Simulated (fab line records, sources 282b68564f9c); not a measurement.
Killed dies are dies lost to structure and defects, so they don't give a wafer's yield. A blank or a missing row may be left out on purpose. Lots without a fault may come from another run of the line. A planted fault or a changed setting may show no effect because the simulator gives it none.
Problem report in the 8D (eight disciplines) form, filled by code | flow rit_cmos | the parts of the form that need people (team, actions taken, sign-off) are left out

1. THE PROBLEM
spin_speed_rpm at RIT_PLDD_COAT_01 reads a mean of 3448.5 rpm on 9 wafers of 3 lots; wafers without a fault read 3250.6 rpm with a standard deviation of 2.1. That is +94 standard deviations from the usual mean.
The step: resist thk 1000 nm.
First seen on wafer L762.1, day 4 02:16, on litho_track-02. The record holds 45 wafers of 15 lots with a number at this step. Rule for "out", or "out of limits": more than 4 standard deviations from the usual mean. The other wafers with a number count as sound.

2. WHAT IT IS AND WHAT IT IS NOT
question                    | is                     | is not
which readings at this step | spin_speed_rpm         | -
which lots                  | L762, L763, L767       | L756, L759, L760, L761, L768, L771, L773, L774, L775, L776, L778, L779
which wafers of those lots  | all that have a number | -
read on which tools         | litho_track-02         | litho_track-03, litho_track-04
when                        | from day 4 02:16       | up to then (12 sound wafers); but 24 sound wafers of L768, L771, L773, L774, L775, L776, L778, L779 came after

3. SUSPECTS, AND WHAT RULES EACH OUT
Counting: a tool at a process step up to the reading stays a suspect if it ran every lot that is out and no sound lot after the first of them.
- litho_track-02 at RIT_PLDD_COAT_01 (resist thk 1000 nm): kept. It ran every lot that is out, first L762 (day 4 02:16), and no sound lot after that; its last sound lot up to then is L756 (day 2 20:34). Its own readings are out on those wafers: spin_speed_rpm.
Left after counting: litho_track-02 at RIT_PLDD_COAT_01.

4. THE CAUSE (what the simulator had put in)
Process parameter drift: litho_track-02, from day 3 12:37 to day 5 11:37, at RIT_PLDD_COAT_01. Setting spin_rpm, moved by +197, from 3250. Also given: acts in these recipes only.
Counting left only this tool.

5. THE CHAIN OF EFFECTS, in route order
Each row: a reading whose mean over the struck wafers that have a number lies more than 3 standard deviations from the usual. Only readings for which the record gives a usual standard deviation are gone through. hours: the time from each lot's start at the first step in this table that gives one to its start at this step, as a median over the lots. sigmas: the change in usual standard deviations.
hours | step             | reading        | usual      | on struck wafers | change | sigmas
0     | RIT_PLDD_COAT_01 | spin_speed_rpm | 3250.6 rpm | 3448.5           | +197.9 | +94
The process steps in it:
- RIT_PLDD_COAT_01: resist thk 1000 nm.

6. WHAT WOULD HAVE CAUGHT IT SOONER
In this record the first reading out of limits was taken at day 4 02:16, 14 hours after the fault began at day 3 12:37.
